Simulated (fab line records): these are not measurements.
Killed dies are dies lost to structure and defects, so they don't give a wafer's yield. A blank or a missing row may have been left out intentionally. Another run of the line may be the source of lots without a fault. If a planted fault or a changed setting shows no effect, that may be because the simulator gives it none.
fab line records | flow ritCmos
record: lots: 16 | wafers: 48 | lastDay: 7
route steps=202 shown NSD@139
lots that met no fault: from a run of the same line without faults
startH: the number of hours between the record's first day and the start of the first shown wafer of the lot | waitH: hours elapsed since this lot's preceding step | " same as the row above | L1.1+2: several wafers, shown together as one row | - value missing, or start not given | * or withheld: withheld | < > ~ a bound
route shown NAME@n: NAME is a module with steps in the file, n the number in the route of the first one | usual: mean/standard deviation taken from wafers without a fault | same: alike in all rows | chamber/n: place in a boat | sites: the reading at each site | _std_site: standard deviation of those values | _edge_site: mean of outer sites minus mean of inner sites | radiusMm: how far each site lies from the wafer's centre | mask NAME#n: copy n | behind: the most recent tool/chamber to have shaped the wafer | hold: why the lot went on hold/how many hours it stayed there/how the hold came to an end | device: which transistor (n, p or np) failed to switch | end of line: tests run on the same wafers once the route is complete | a step without rows: its recipe alone | killed: at the first sort, the dies lost to defects and structure; wafer yield is something else | map: per-die view of a wafer (x killed, . not killed, _ where there is no die)
set.NAME: the run value of the setting; set.NAME@STEP: its run value at that earlier step | model.NAME: the simulator's own value behind a step, which no gauge read
route steps across a sampled set of lots; one table per step, one row per wafer
services: a tool's chamber out of use, with start hour (startH, from the record's first day; less than 0 if before it), hours out, and reason
== steps ==
step: RIT_NSD_IMPLANT_08
recipe: species: P | energyKev: 25 | doseCm2: 1e+15 | tiltDeg: 7
usual: beamEnergyKeV: 25.000/0.0074 | implantIonAmu: 31/0
lot.wafer | tool         | chamber | startH | waitH | beamEnergyKeV | implantIonAmu
L303.1    | implanter-02 | 0       | 55.48  | 0.1   | 24.994        | 31
L303.2    | "            | 0       | "      | "     | 24.995        | 31
L303.4    | "            | 0       | "      | "     | 25.004        | 31
L305.2    | implanter-01 | 0       | 63.40  | 0.1   | 25.005        | 31
L305.3    | "            | 0       | "      | "     | 24.999        | 31
L305.6    | "            | 0       | "      | "     | 25.009        | 31
L306.1    | implanter-01 | 0       | 65.81  | 0.1   | 25.011        | 31
L306.3    | "            | 0       | "      | "     | 25.023        | 31
L306.5    | "            | 0       | "      | "     | 25.004        | 31
L307.2    | implanter-01 | 0       | 78.30  | 0.1   | 25.000        | 31
L307.3    | "            | 0       | "      | "     | 25.005        | 31
L307.6    | "            | 0       | "      | "     | 25.012        | 31
L308.3    | implanter-04 | 0       | 78.88  | 0.1   | 25.007        | 31
L308.4    | "            | 0       | "      | "     | 25.010        | 31
L308.5    | "            | 0       | "      | "     | 25.010        | 31
L310.1    | implanter-02 | 0       | 92.88  | 0.1   | 25.009        | 31
L310.2    | "            | 0       | "      | "     | 25.002        | 31
L310.5    | "            | 0       | "      | "     | 25.006        | 31
L312.1    | implanter-04 | 0       | 100.00 | 0.1   | 24.999        | 31
L312.3    | "            | 0       | "      | "     | 24.999        | 31
L312.5    | "            | 0       | "      | "     | 24.997        | 31
L313.1    | implanter-04 | 0       | 103.94 | 0.1   | 24.998        | 31
L313.2    | "            | 0       | "      | "     | 25.000        | 31
L313.3    | "            | 0       | "      | "     | 24.988        | 31
L314.2    | implanter-04 | 0       | 113.76 | 0.1   | 24.995        | 31
L314.5    | "            | 0       | "      | "     | 25.002        | 31
L314.6    | "            | 0       | "      | "     | 25.017        | 31
L315.3    | implanter-02 | 0       | 115.81 | 0.1   | 24.992        | 31
L315.4    | "            | 0       | "      | "     | 25.001        | 31
L315.6    | "            | 0       | "      | "     | 24.982        | 31
L316.1    | implanter-01 | 0       | 116.83 | 0.1   | 25.009        | 31
L316.2    | "            | 0       | "      | "     | 24.996        | 31
L316.3    | "            | 0       | "      | "     | 24.998        | 31
L317.2    | implanter-01 | 0       | 129.54 | 0.1   | 24.986        | 31
L317.4    | "            | 0       | "      | "     | 24.990        | 31
L317.6    | "            | 0       | "      | "     | 25.003        | 31
L319.2    | implanter-01 | 0       | 144.93 | 0.1   | 24.997        | 75
L319.5    | "            | 0       | "      | "     | 25.006        | 75
L319.6    | "            | 0       | "      | "     | 25.008        | 75
L320.1    | implanter-04 | 0       | 149.74 | 0.1   | 25.000        | 75
L320.3    | "            | 0       | "      | "     | 24.990        | 75
L320.6    | "            | 0       | "      | "     | 24.996        | 75
L321.1    | implanter-04 | 0       | 154.55 | 0.1   | 24.996        | 75
L321.2    | "            | 0       | "      | "     | 25.000        | 75
L321.4    | "            | 0       | "      | "     | 24.997        | 75
L322.1    | implanter-01 | 0       | 162.22 | 0.1   | 24.992        | 75
L322.3    | "            | 0       | "      | "     | 24.992        | 75
L322.4    | "            | 0       | "      | "     | 24.996        | 75
step: RIT_SDANNEAL_RS_MEAS_05
recipe: thkMeasGauge: four-point-probe
usual: NSD_RS: 84.52/0.25
lot.wafer | tool         | chamber | startH | waitH | NSD_RS[ohm/sq]
L303.1    | filmMetro-04 | -       | 57.99  | 0.1   | 84.68
L303.2    | "            | -       | "      | "     | 84.47
L303.4    | "            | -       | "      | "     | 84.58
L305.2    | filmMetro-01 | -       | 65.75  | 0.1   | 84.96
L305.3    | "            | -       | "      | "     | 84.69
L305.6    | "            | -       | "      | "     | 84.56
L306.1    | filmMetro-04 | -       | 68.35  | 0.1   | 84.77
L306.3    | "            | -       | "      | "     | 84.85
L306.5    | "            | -       | "      | "     | 84.81
L307.2    | filmMetro-04 | -       | 81.07  | 0.1   | 84.44
L307.3    | "            | -       | "      | "     | 84.47
L307.6    | "            | -       | "      | "     | 84.56
L308.3    | filmMetro-02 | -       | 81.67  | 0.1   | 84.58
L308.4    | "            | -       | "      | "     | 84.49
L308.5    | "            | -       | "      | "     | 84.50
L310.1    | filmMetro-04 | -       | 95.46  | 0.1   | 84.35
L310.2    | "            | -       | "      | "     | 84.37
L310.5    | "            | -       | "      | "     | 84.62
L312.1    | filmMetro-04 | -       | 102.50 | 0.1   | 84.56
L312.3    | "            | -       | "      | "     | 84.49
L312.5    | "            | -       | "      | "     | 84.15
L313.1    | filmMetro-01 | -       | 106.29 | 0.1   | 84.10
L313.2    | "            | -       | "      | "     | 84.17
L313.3    | "            | -       | "      | "     | 84.10
L314.2    | filmMetro-01 | -       | 116.12 | 0.1   | 84.47
L314.5    | "            | -       | "      | "     | 84.54
L314.6    | "            | -       | "      | "     | 84.21
L315.3    | filmMetro-04 | -       | 118.17 | 0.1   | 84.53
L315.4    | "            | -       | "      | "     | 84.39
L315.6    | "            | -       | "      | "     | 84.40
L316.1    | filmMetro-04 | -       | 119.20 | 0.1   | 84.23
L316.2    | "            | -       | "      | "     | 84.52
L316.3    | "            | -       | "      | "     | 84.46
L317.2    | filmMetro-02 | -       | 132.36 | 0.1   | 84.71
L317.4    | "            | -       | "      | "     | 84.63
L317.6    | "            | -       | "      | "     | 84.67
L319.2    | filmMetro-01 | -       | 147.27 | 0.1   | 127.11
L319.5    | "            | -       | "      | "     | 127.27
L319.6    | "            | -       | "      | "     | 126.76
L320.1    | filmMetro-02 | -       | 152.22 | 0.1   | 126.74
L320.3    | "            | -       | "      | "     | 126.49
L320.6    | "            | -       | "      | "     | 126.56
L321.1    | filmMetro-04 | -       | 157.67 | 0.1   | 126.64
L321.2    | "            | -       | "      | "     | 126.89
L321.4    | "            | -       | "      | "     | 127.02
L322.1    | filmMetro-04 | -       | 164.70 | 0.1   | 126.52
L322.3    | "            | -       | "      | "     | 126.95
L322.4    | "            | -       | "      | "     | 127.03
== services ==
tool         | chamber | startH | hours | kind
implanter-04 | -       | 48.70  | 4.8   | repair
implanter-04 | -       | 53.48  | 5.7   | pm
== key ==
firstSign: step: RIT_NSD_IMPLANT_08 | reading: implantIonAmu | direction: up | sigmas: 99+ | usual: 31 | struck: 75
effect: step: RIT_SDANNEAL_RS_MEAS_05 | reading: NSD_RS | direction: up | sigmas: 99+ | usual: 84.52 | struck: 126.83
metAt RIT_NSD_IMPLANT_08
struckLots L319,L320,L321,L322
testerLeftOut L319,L320,L321,L322
onsetBetween 129.54 144.93
fault: kind: wrongRecipeDownload | tool: implanter-01,implanter-02,implanter-04 | chamber: - | onsetH: 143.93 | steps: RIT_NSD_IMPLANT_08 | wrongRecipe.notListed: 1
testerLeftOut: of these lots the tester's yield and bins aren't shown, on N5 and GAA mostly nor the transistor test; their killed dies are dies lost to structure and defects alone, not to doping, threshold or leakage, so they don't give the yield
